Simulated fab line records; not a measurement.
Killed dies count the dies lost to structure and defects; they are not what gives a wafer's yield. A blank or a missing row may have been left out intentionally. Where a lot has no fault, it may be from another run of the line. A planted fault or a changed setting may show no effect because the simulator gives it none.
A struck lot beside a sound one | flow berkeley-cmos170 | 19 out of 331 route steps
Sound: the wafers L721.1, L721.5, L721.6. Struck: wafers L728.1, L728.3, L728.6. Last of all comes the cause.
Order at every step that has rows: each side's tool, ch and its chambers, its first start. Under that, the readings that differ: sound wafers | struck wafers | difference of the means | sigmas: that difference in standard deviations of wafers without a fault.
alike: words and numbers the same on both sides, and readings whose means are apart by under 2 such deviations; not compared: readings that were withheld, readings missing a value for some wafer, numbers with overlapping values and no deviation given by the record, and bounds like >300 which may hide the same value.
A row with sigmas, a row that says differs or no value, or rows on one side alone: a step with any of these is where the two part. Numbers that have no deviation but don't overlap get no sigmas and don't part them. A reading that every wafer of one side lacks parts them only if that side has two wafers or more.

UCB170_NLDD_CD_MEAS_06 targets a cd of 1200 nm.
  sound on cd-sem-01 at day 8 05:59; struck on cd-sem-01 at day 9 18:58
  alike: cd-nm
UCB170_NLDD_OVL_MEAS_07:
  sound on overlay-01 at day 8 06:06; struck on overlay-01 at day 9 19:05
  alike: NLDD_OVL
then, 2 steps without rows for these wafers: UCB170_NLDD_IMPLANT_08; UCB170_NLDD_IMPLANT_09.
UCB170_NLDD_STRIP_10: strips in O2.
  sound on plasma-asher-03 ch 0,1, day 8 06:26; struck on plasma-asher-03 ch 0,1, day 9 19:25
  alike: drypump-motor-current-A, oes-product-au, strip-time-to-endpoint-s
  not compared: rf-hours-counter-h
UCB170_NLDD_TW_MEAS_11:
  sound on film-metro-02 at day 8 06:32; struck on film-metro-04 at day 9 19:31
  alike: NLDD_TW
then, 1 step without rows for these wafers: UCB170_NLDD_CLEAN_12 (cleans in SPM, time 600 s).
UCB170_SPACER_CVD_00: deposits SiO2 from TEOS/O2, target thk 376 nm, time 47 s.
  sound on pecvd-01 ch 0,1,2, day 8 06:47; struck on pecvd-04 ch 1,2, day 9 20:00
  alike: heater-power-w, pressure-mtorr, susceptor-temp-C
UCB170_SPACER_THK_MEAS_01:
  sound on film-metro-03 at day 8 06:50; struck on film-metro-01 at day 9 20:03
  alike: SPACER_TEOS_THK
then, 1 step without rows for these wafers: UCB170_SPACER_ANNEAL_02 (time 1800 s).
UCB170_SPACER_ETCHBACK_03: etches SiO2 in CHF3/CF4/Ar, stops on Si, target depth 376 nm, time 100 s.
  sound on rie-diel-01 ch 0,3, day 8 09:35; struck on rie-diel-01 ch 1,3, day 10 00:15
  reading                | sound          | struck         | difference | sigmas
  throttle-valve-pct (%) | 6.54 6.56 6.54 | 6.53 6.25 6.25 | -0.20      | -2
  alike: cf4-flow-sccm, drypump-motor-current-A, oes-product-au
  not compared: rf-hours-counter-h
then, 1 step without rows for these wafers: UCB170_PSD_HMDS_00 (prime time 60 s).
UCB170_PSD_COAT_01: resist thk 900 nm.
  struck on litho-track-03, day 10 00:28; sound on litho-track-02 ch 0, day 8 09:49
  no value came back on the struck wafers for chill-plate-temp-C (C), dispense-pressure-kPa (kPa); on the sound wafers chill-plate-temp-C (C) reads 23.00 22.98 23.01
then, 4 steps without rows for these wafers: UCB170_PSD_SOFTBAKE_02 (time 60 s); UCB170_PSD_EXPOSE_03 (exposes mask PSELECT MOD, target cd 1200 nm); UCB170_PSD_PEB_04; UCB170_PSD_DEVELOP_05 (develop time 45 s).
UCB170_PSD_CD_MEAS_06 targets a cd of 1200 nm.
  sound on cd-sem-02 at day 8 11:04; struck on cd-sem-02 at day 10 01:43
  reading    | sound                | struck | difference                    | sigmas
  cd-nm (nm) | 1200.0 1199.4 1198.8 | - - -  | no value on the struck wafers |
UCB170_PSD_OVL_MEAS_07:
  sound on overlay-01 at day 8 11:11; struck on overlay-01 at day 10 01:50
  reading      | sound  | struck | difference                    | sigmas
  PSD_OVL (nm) | -4 6 2 | - - -  | no value on the struck wafers |

WHERE THEY PART
Earliest at UCB170_SPACER_ETCHBACK_03; latest, in this record, at UCB170_PSD_OVL_MEAS_07.

WHY: the cause the simulator had injected
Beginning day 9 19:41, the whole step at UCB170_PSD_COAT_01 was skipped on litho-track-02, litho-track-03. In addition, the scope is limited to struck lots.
